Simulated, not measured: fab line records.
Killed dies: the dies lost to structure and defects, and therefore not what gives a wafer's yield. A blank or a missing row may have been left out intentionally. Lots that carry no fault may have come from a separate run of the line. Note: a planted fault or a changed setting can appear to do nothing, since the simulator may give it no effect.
The tool behind it: which one? || flow rit_cmos || Sampling: 7 lots, 21 wafers, 2 of 202 route steps

## WHAT THE GAUGES SHOWED, per wafer
RIT_PRETRO_TW_MEAS_10.
{"lot": "L348", "measured": "day 2 23:35", "on": "film_metro-02", "PRETRO_TW": "466.3 466.0 467.0"}
{"lot": "L350", "measured": "day 3 09:33", "on": "film_metro-02", "PRETRO_TW": "469.2 471.3 470.4"}
{"lot": "L353", "measured": "day 3 23:37", "on": "film_metro-02", "PRETRO_TW": "472.7 472.9 472.5"}
{"lot": "L356", "measured": "day 4 14:17", "on": "film_metro-04", "PRETRO_TW": "466.4 466.9 466.0"}
{"lot": "L358", "measured": "day 5 00:17", "on": "film_metro-02", "PRETRO_TW": "471.3 471.2 472.6"}
{"lot": "L362", "measured": "day 5 20:53", "on": "film_metro-01", "PRETRO_TW": "469.4 468.9 469.1"}
{"lot": "L365", "measured": "day 6 10:49", "on": "film_metro-02", "PRETRO_TW": "520.0 521.4 520.5"}

## TOOL THAT RAN EACH LOT (tool first, then ch and the chambers of the sampled wafers, then the start)
{"lot": "L348", "RIT_PRETRO_IMPLANT_08": "implanter-03 ch 0, day 2 23:16"}
{"lot": "L350", "RIT_PRETRO_IMPLANT_08": "implanter-02 ch 0, day 3 09:14"}
{"lot": "L353", "RIT_PRETRO_IMPLANT_08": "implanter-02 ch 0, day 3 23:17"}
{"lot": "L356", "RIT_PRETRO_IMPLANT_08": "implanter-02 ch 0, day 4 13:58"}
{"lot": "L358", "RIT_PRETRO_IMPLANT_08": "implanter-02 ch 0, day 4 23:59"}
{"lot": "L362", "RIT_PRETRO_IMPLANT_08": "implanter-02 ch 0, day 5 20:35"}
{"lot": "L365", "RIT_PRETRO_IMPLANT_08": "implanter-02 ch 0, day 6 10:29"}
- RIT_PRETRO_IMPLANT_08

## THE ANSWER, worked out from the rows above alone
Rule: usual is defined by the lots themselves. The widest of any qualifying gaps counts: lots, ordered by their means at a reading, are off when they make up no more than a third of the lots, leave a main group of 4 or more, and stand apart from it by 3 or more times the standard deviation of that group's means. The tables above print the reading to a certain number of digits; a main group whose means all agree to those digits is not used. Also off: a lot with no number at a reading for which 4 or more lots have one. Where the step has rows for the other lots, those lots are counted as sound.
Off: L365, at RIT_PRETRO_TW_MEAS_10 (PRETRO_TW). The main group has a mean of 469.4 with a standard deviation of 2.4.
A tool fits if, at a process step before that reading, it ran every lot that is off, and no sound lot after the first of them. Those tools and the gauges at RIT_PRETRO_TW_MEAS_10 are tried in the same way. Can't be told from this: 2 tools fit, implanter-02 at RIT_PRETRO_IMPLANT_08, film_metro-02 at RIT_PRETRO_TW_MEAS_10.

## WHAT THE SIMULATOR HAD PUT IN
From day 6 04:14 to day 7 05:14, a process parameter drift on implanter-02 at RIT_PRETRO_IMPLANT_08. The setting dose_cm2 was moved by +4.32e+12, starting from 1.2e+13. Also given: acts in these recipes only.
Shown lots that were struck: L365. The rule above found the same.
